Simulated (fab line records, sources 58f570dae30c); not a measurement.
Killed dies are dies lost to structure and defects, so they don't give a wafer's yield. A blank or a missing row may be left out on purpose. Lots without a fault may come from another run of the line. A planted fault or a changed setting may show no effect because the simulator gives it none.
Which tool did it? | flow berkeley_cmos170 | 14 lots, 42 wafers sampled, at 6 steps of a route of 331

WHAT THE GAUGES READ, wafer by wafer
UCB170_M1_RS_MEAS_01: measures by four-point-probe. Usual: M1_AL_RS 0.0485 ohm/sq, standard deviation 0.00047.
lot  | measured     | on            | M1_AL_RS (ohm/sq)    | flag
L451 | day 8 08:47  | film_metro-02 | 0.0480 0.0482 0.0482 |
L455 | day 9 12:35  | film_metro-02 | - - -                | OFF
L454 | day 9 12:47  | film_metro-04 | 0.0493 0.0494 0.0493 |
L453 | day 9 12:52  | film_metro-01 | 0.0492 0.0489 0.0489 |
L458 | day 9 09:46  | film_metro-01 | 0.0498 0.0497 0.0492 |
L456 | day 9 12:56  | film_metro-02 | - - -                | OFF
L459 | day 9 13:07  | film_metro-04 | 0.0481 0.0486 0.0485 |
L464 | day 11 00:53 | film_metro-04 | 0.0486 0.0485 0.0490 |
L467 | day 11 01:55 | film_metro-02 | 0.0481 0.0481 0.0487 |
L468 | day 11 19:47 | film_metro-01 | 0.0482 0.0489 0.0486 |
L470 | day 12 04:32 | film_metro-04 | 0.0483 0.0489 0.0481 |
L472 | day 12 06:02 | film_metro-01 | 0.0491 0.0495 0.0492 |
L471 | day 12 08:11 | film_metro-01 | 0.0477 0.0476 0.0475 |
L469 | day 12 08:30 | film_metro-02 | 0.0481 0.0483 0.0487 |

UCB170_M1_THK_MEAS_02: measures by xrf. Usual: M1_AL_THK 607 nm, standard deviation 6.6.
lot  | measured     | on            | M1_AL_THK (nm) | flag
L451 | day 8 08:54  | film_metro-02 | 613 613 612    |
L455 | day 9 12:41  | film_metro-02 | <0 <0 <0       | OFF
L454 | day 9 12:54  | film_metro-04 | 598 598 605    |
L453 | day 9 12:58  | film_metro-01 | 596 600 602    |
L458 | day 9 09:51  | film_metro-01 | 590 592 598    |
L456 | day 9 13:04  | film_metro-02 | <0 <0 <0       | OFF
L459 | day 9 13:14  | film_metro-04 | 614 609 614    |
L464 | day 11 00:59 | film_metro-04 | 615 608 604    |
L467 | day 11 02:02 | film_metro-02 | 617 615 605    |
L468 | day 11 19:54 | film_metro-01 | 607 604 602    |
L470 | day 12 04:39 | film_metro-04 | 609 604 616    |
L472 | day 12 06:09 | film_metro-01 | 602 599 600    |
L471 | day 12 08:17 | film_metro-01 | 617 621 624    |
L469 | day 12 08:37 | film_metro-02 | 608 610 607    |

WHICH TOOL RAN EACH LOT (tool, then ch and the chambers of the sampled wafers, then the start)
lot  | UCB170_PSD_STRIP_09                  | UCB170_SDANNEAL_RTA_01           | UCB170_CONTACT_STRIP_06              | UCB170_M1_SPUTTER_00
L451 | plasma_asher-03 ch 0,1, day 7 21:47  | rtp_anneal-02 ch 0, day 8 02:53  | plasma_asher-04 ch 0,1, day 8 06:23  | pvd_sputter-01, day 8 08:43
L455 | plasma_asher-02 ch 0,1, day 8 21:50  | rtp_anneal-01 ch 0, day 9 04:20  | plasma_asher-03 ch 0,1, day 9 09:26  | pvd_sputter-01, day 9 12:29
L454 | plasma_asher-02 ch 1, day 8 22:10    | rtp_anneal-01 ch 0, day 9 04:45  | plasma_asher-03 ch 0,1, day 9 09:30  | pvd_sputter-03, day 9 12:43
L453 | plasma_asher-03 ch 0,1, day 8 22:10  | rtp_anneal-02 ch 0, day 9 04:23  | plasma_asher-01 ch 0,1, day 9 09:53  | pvd_sputter-04, day 9 12:45
L458 | plasma_asher-03 ch 0,1, day 8 22:25  | rtp_anneal-02 ch 0, day 9 04:16  | plasma_asher-04 ch 0,1, day 9 07:39  | pvd_sputter-03, day 9 09:38
L456 | plasma_asher-02 ch 0,1, day 8 22:37  | rtp_anneal-02 ch 0, day 9 05:35  | plasma_asher-04 ch 0,1, day 9 09:52  | pvd_sputter-01, day 9 12:53
L459 | plasma_asher-02 ch 0,1, day 8 22:43  | rtp_anneal-02 ch 0, day 9 05:11  | plasma_asher-01 ch 0,1, day 9 10:18  | pvd_sputter-04, day 9 13:04
L464 | plasma_asher-01 ch 1, day 10 16:22   | rtp_anneal-01 ch 0, day 10 19:32 | plasma_asher-04 ch 0,1, day 10 22:54 | pvd_sputter-04, day 11 00:48
L467 | plasma_asher-02 ch 0,1, day 10 16:39 | rtp_anneal-01 ch 0, day 10 20:25 | plasma_asher-03 ch 0,1, day 10 23:48 | pvd_sputter-01, day 11 01:52
L468 | plasma_asher-03 ch 0,1, day 11 09:49 | rtp_anneal-02 ch 0, day 11 13:31 | plasma_asher-03 ch 0,1, day 11 17:22 | pvd_sputter-04, day 11 19:43
L470 | plasma_asher-02 ch 0,1, day 11 19:51 | rtp_anneal-02 ch 0, day 11 22:56 | plasma_asher-03 ch 0, day 12 02:26   | pvd_sputter-01, day 12 04:28
L472 | plasma_asher-01 ch 0,1, day 11 20:28 | rtp_anneal-02 ch 0, day 11 23:23 | plasma_asher-01 ch 0,1, day 12 03:39 | pvd_sputter-03, day 12 05:58
L471 | plasma_asher-03 ch 0,1, day 11 22:19 | rtp_anneal-02 ch 0, day 12 01:08 | plasma_asher-01 ch 0,1, day 12 05:34 | pvd_sputter-01, day 12 08:01
L469 | plasma_asher-02 ch 0,1, day 11 22:26 | rtp_anneal-01 ch 0, day 12 01:29 | plasma_asher-01 ch 0,1, day 12 05:43 | pvd_sputter-03, day 12 08:26
- UCB170_PSD_STRIP_09: strips in O2.
- UCB170_SDANNEAL_RTA_01: time 5 s.
- UCB170_CONTACT_STRIP_06: strips in O2.
- UCB170_M1_SPUTTER_00: material Al, target thk 600 nm, time 80 s.

WHAT THE TOOLS THEMSELVES READ (means of the sampled wafers that have a number; where no wafer has one, the mark that the record gives instead)
UCB170_PSD_STRIP_09. Usual: chamber_pressure_mTorr 3499.4 mTorr, standard deviation 2.9; drypump_motor_current_A 5.8 A, standard deviation 0.4; oes_product_au 0.600 a.u., standard deviation 0.0051; strip_time_to_endpoint_s 29.35 s, standard deviation 0.072.
lot  | tool            | chamber_pressure_mTorr (mTorr) | drypump_motor_current_A (A) | oes_product_au (a.u.) | strip_time_to_endpoint_s (s) | flag
L451 | plasma_asher-03 | 3499.0                         | 5.3                         | 0.597                 | 29.35                        |
L455 | plasma_asher-02 | 3499.8                         | 6.2                         | 0.598                 | 29.20                        |
L454 | plasma_asher-02 | 3498.9                         | 6.4                         | 0.602                 | 29.33                        |
L453 | plasma_asher-03 | 3498.6                         | 5.3                         | 0.597                 | 29.37                        |
L458 | plasma_asher-03 | 3497.8                         | 5.3                         | 0.601                 | 29.37                        |
L456 | plasma_asher-02 | 3499.5                         | 6.2                         | 0.598                 | 29.36                        |
L459 | plasma_asher-02 | 3501.3                         | 6.2                         | 0.605                 | 29.34                        |
L464 | plasma_asher-01 | 3500.6                         | 6.0                         | 0.605                 | 29.36                        |
L467 | plasma_asher-02 | 3498.9                         | 6.2                         | 0.604                 | 29.33                        |
L468 | plasma_asher-03 | 3501.1                         | 5.4                         | 0.598                 | 29.39                        |
L470 | plasma_asher-02 | 3499.1                         | 6.3                         | 0.602                 | 29.18                        |
L472 | plasma_asher-01 | 3500.5                         | 6.0                         | 0.605                 | 29.44                        |
L471 | plasma_asher-03 | 3499.8                         | 5.3                         | 0.599                 | 29.41                        |
L469 | plasma_asher-02 | 3497.9                         | 6.2                         | 0.596                 | 29.39                        |

UCB170_SDANNEAL_RTA_01. Usual: lamp_power_pct 36.2 %, standard deviation 0.76; wafer_temp_C_max 1054.4, standard deviation 1.7.
lot  | tool          | lamp_power_pct (%) | wafer_temp_C_max | flag
L451 | rtp_anneal-02 | 35.7               | 1056.5           |
L455 | rtp_anneal-01 | 37.2               | 1052.3           |
L454 | rtp_anneal-01 | 37.2               | 1052.9           |
L453 | rtp_anneal-02 | 35.6               | 1055.4           |
L458 | rtp_anneal-02 | 35.7               | 1054.3           |
L456 | rtp_anneal-02 | 35.6               | 1054.6           |
L459 | rtp_anneal-02 | 35.6               | 1054.9           |
L464 | rtp_anneal-01 | 37.2               | 1052.8           |
L467 | rtp_anneal-01 | 37.2               | 1052.1           |
L468 | rtp_anneal-02 | 35.6               | 1056.0           |
L470 | rtp_anneal-02 | 35.6               | 1054.3           |
L472 | rtp_anneal-02 | 35.6               | 1056.5           |
L471 | rtp_anneal-02 | 35.6               | 1056.3           |
L469 | rtp_anneal-01 | 37.2               | 1053.1           |

UCB170_CONTACT_STRIP_06. Usual: chamber_pressure_mTorr 3500 mTorr, standard deviation 3.2; drypump_motor_current_A 5.58 A, standard deviation 0.3; oes_product_au 0.735 a.u., standard deviation 0.0045; strip_time_to_endpoint_s 21.97 s, standard deviation 0.062.
lot  | tool            | chamber_pressure_mTorr (mTorr) | drypump_motor_current_A (A) | oes_product_au (a.u.) | strip_time_to_endpoint_s (s) | flag
L451 | plasma_asher-04 | 3496                           | 5.50                        | 0.741                 | 21.97                        |
L455 | plasma_asher-03 | 3499                           | 5.37                        | 0.739                 | 21.91                        |
L454 | plasma_asher-03 | 3505                           | 5.32                        | 0.736                 | 21.92                        |
L453 | plasma_asher-01 | 3498                           | 6.04                        | 0.738                 | 21.99                        |
L458 | plasma_asher-04 | 3502                           | 5.52                        | 0.736                 | 21.90                        |
L456 | plasma_asher-04 | 3500                           | 5.50                        | 0.731                 | 21.96                        |
L459 | plasma_asher-01 | 3499                           | 6.02                        | 0.731                 | 22.00                        |
L464 | plasma_asher-04 | 3500                           | 5.51                        | 0.736                 | 21.96                        |
L467 | plasma_asher-03 | 3500                           | 5.37                        | 0.737                 | 22.09                        |
L468 | plasma_asher-03 | 3500                           | 5.38                        | 0.734                 | 21.89                        |
L470 | plasma_asher-03 | 3495                           | 5.28                        | 0.733                 | 21.99                        |
L472 | plasma_asher-01 | 3498                           | 6.02                        | 0.731                 | 21.88                        |
L471 | plasma_asher-01 | 3501                           | 6.00                        | 0.733                 | 21.92                        |
L469 | plasma_asher-01 | 3499                           | 6.04                        | 0.734                 | 21.95                        |

UCB170_M1_SPUTTER_00. Usual: cathode_dc_power_W 5999.9 W, standard deviation 1; chamber_pressure_pa 0.5000 Pa, standard deviation 0.00098; throttle_valve_pct 29.8 %, standard deviation 1.5.
lot  | tool           | cathode_dc_power_W (W) | chamber_pressure_pa (Pa) | throttle_valve_pct (%) | flag
L451 | pvd_sputter-01 | 6000.1                 | 0.4998                   | 29.4                   |
L455 | pvd_sputter-01 | -                      | -                        | -                      | OFF
L454 | pvd_sputter-03 | 5999.6                 | 0.4995                   | 28.9                   |
L453 | pvd_sputter-04 | 6000.4                 | 0.5003                   | 30.1                   |
L458 | pvd_sputter-03 | 5999.3                 | 0.4994                   | 29.1                   |
L456 | pvd_sputter-01 | -                      | -                        | -                      | OFF
L459 | pvd_sputter-04 | 6001.1                 | 0.5010                   | 30.8                   |
L464 | pvd_sputter-04 | 5999.8                 | 0.4996                   | 29.2                   |
L467 | pvd_sputter-01 | 6000.5                 | 0.4998                   | 29.8                   |
L468 | pvd_sputter-04 | 5998.9                 | 0.5003                   | 29.8                   |
L470 | pvd_sputter-01 | 6000.6                 | 0.5000                   | 30.2                   |
L472 | pvd_sputter-03 | 6000.1                 | 0.4999                   | 29.9                   |
L471 | pvd_sputter-01 | 5999.5                 | 0.5004                   | 30.0                   |
L469 | pvd_sputter-03 | 5999.7                 | 0.4999                   | 30.1                   |

THE ANSWER, worked out from the rows above alone
Rule: a lot is off if the mean of its wafers that have a number lies more than 3 standard deviations from the usual mean. A lot without any number at a reading at which 4 lots or more have one is off too. The other lots that the step has rows for count as sound. The gauges are gone through in route order, then the tools' own readings, and for those a lot's mean is taken as printed above. The first step at which some lot is off is used, and at that step the reading that is off furthest; a lot without a number counts as furthest.
Off: L455, L456, at UCB170_M1_RS_MEAS_01 (M1_AL_RS). Without a number there: L455, L456.
A tool fits if, at a process step before that reading, it ran every lot that is off, and no sound lot after the first of them. The gauges at UCB170_M1_RS_MEAS_01 aren't tried: what is off there is off at UCB170_M1_SPUTTER_00 too, on other tools, and a gauge's error can't cause that. None of those tried fits.

WHAT THE SIMULATOR HAD PUT IN
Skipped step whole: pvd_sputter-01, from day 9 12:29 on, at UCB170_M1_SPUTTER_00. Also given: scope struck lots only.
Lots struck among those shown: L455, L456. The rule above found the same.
